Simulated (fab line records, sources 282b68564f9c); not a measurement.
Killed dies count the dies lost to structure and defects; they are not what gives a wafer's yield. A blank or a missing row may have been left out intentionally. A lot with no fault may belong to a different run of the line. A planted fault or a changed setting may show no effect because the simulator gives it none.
A lot that was struck, set against a sound lot ; flow rit_cmos ; 3 out of 202 route steps
Sound: these wafers, L595.1, L595.4, L595.5. Struck: wafers L591.2, L591.4, L591.6. The cause comes at the end.
Per side, at each step with rows, come the tool, then ch with its chambers, and then its first start. Under that, the readings that differ: sound wafers ; struck wafers ; difference of the means ; sigmas: that difference in standard deviations of wafers without a fault.
alike: readings whose means differ by less than 2 such deviations, and words and numbers that are the same on both sides. not compared: withheld readings, readings that some wafer has no value for, bounds like >300 that may hide the same value, and numbers for which the record gives no deviation and whose values overlap.
The two part at a step that has a row with sigmas, a row that says differs or no value, or rows on one side only. Numbers that don't overlap but have no deviation are shown without sigmas and don't part them. A reading that every wafer of one side lacks parts them only if that side has two wafers or more.

RIT_ACTIVE_BOW_MEAS_00:
  sound on film_metro-04, day 4 08:00; struck on film_metro-01, day 3 12:01
  alike: INCOMING_BOW
RIT_ACTIVE_OXIDATION_01: target thk 46.8 nm, ox time 3360 s.
  struck on furnace-04, day 3 12:07; sound on furnace-04 ch 0, day 4 08:07
  no value came back on the struck wafers for any of 5 readings (ox_temp_c (C), ox_temp_c_max and others); on the sound wafers ox_temp_c (C) reads 999.8 999.4 999.3
then, 1 step without rows for these wafers: RIT_ACTIVE_CVD_03 (deposits Si3N4 from SiH2Cl2/NH3, target thk 150 nm, time 1500 s).

== WHERE THEY PART ==
Only at RIT_ACTIVE_OXIDATION_01, within this record.

WHY: what the simulator had put in
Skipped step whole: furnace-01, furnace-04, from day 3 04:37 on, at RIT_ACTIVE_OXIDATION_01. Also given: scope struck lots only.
